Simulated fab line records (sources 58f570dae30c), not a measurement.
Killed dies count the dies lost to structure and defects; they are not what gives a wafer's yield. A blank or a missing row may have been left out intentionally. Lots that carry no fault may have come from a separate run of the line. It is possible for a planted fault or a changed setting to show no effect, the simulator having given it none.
Which tool was responsible? + flow berkeley-cmos170 + Sampling: 7 lots, 21 wafers, 2 of 331 route steps

== WHAT EACH GAUGE READ, for each wafer ==
UCB170_PSD_CD_MEAS_06: the cd target is 1200 nm.
| lot  | measured     | on        | cd-nm (nm)           |
|------|--------------|-----------|----------------------|
| L506 | day 7 01:09  | cd-sem-02 | 1200.9 1200.2 1200.1 |
| L511 | day 7 21:19  | cd-sem-02 | 1198.3 1199.2 1198.1 |
| L515 | day 8 18:40  | cd-sem-01 | 1195.6 1195.3 1195.4 |
| L519 | day 9 10:33  | cd-sem-02 | 1199.6 1197.6 1198.6 |
| L521 | day 9 20:59  | cd-sem-02 | 1201.3 1200.3 1200.8 |
| L524 | day 10 10:04 | cd-sem-01 | 1196.6 1197.2 1198.8 |
| L528 | day 11 19:22 | cd-sem-01 | 1200.9 1200.9 1200.8 |

== EACH LOT AND THE TOOL THAT RAN IT (in order: tool; ch and the chambers of the sampled wafers; start) ==
| lot  | UCB170_PSD_SOFTBAKE_02            |
|------|-----------------------------------|
| L506 | litho-track-01 ch 0, day 6 23:44  |
| L511 | litho-track-03 ch 0, day 7 19:59  |
| L515 | litho-track-03 ch 0, day 8 17:53  |
| L519 | litho-track-04 ch 0, day 9 09:25  |
| L521 | litho-track-01 ch 0, day 9 19:38  |
| L524 | litho-track-01 ch 0, day 10 09:12 |
| L528 | litho-track-04 ch 0, day 11 18:38 |
- UCB170_PSD_SOFTBAKE_02: time 60 s.

== THE ANSWER, worked out from the rows above alone ==
Rule: usual is defined by the lots themselves. The widest of any qualifying gaps counts: lots, ordered by their means at a reading, are off when they make up no more than a third of the lots, leave a main group of 4 or more, and stand apart from it by 3 or more times the standard deviation of that group's means. The tables above print the reading to a certain number of digits; a main group whose means all agree to those digits is not used. A lot without any number at a reading at which 4 lots or more have one is off too. The other lots that the step has rows for count as sound.
No lot is off at any reading shown: from this, nothing can be told.

== WHAT HAD BEEN PUT IN BY THE SIMULATOR ==
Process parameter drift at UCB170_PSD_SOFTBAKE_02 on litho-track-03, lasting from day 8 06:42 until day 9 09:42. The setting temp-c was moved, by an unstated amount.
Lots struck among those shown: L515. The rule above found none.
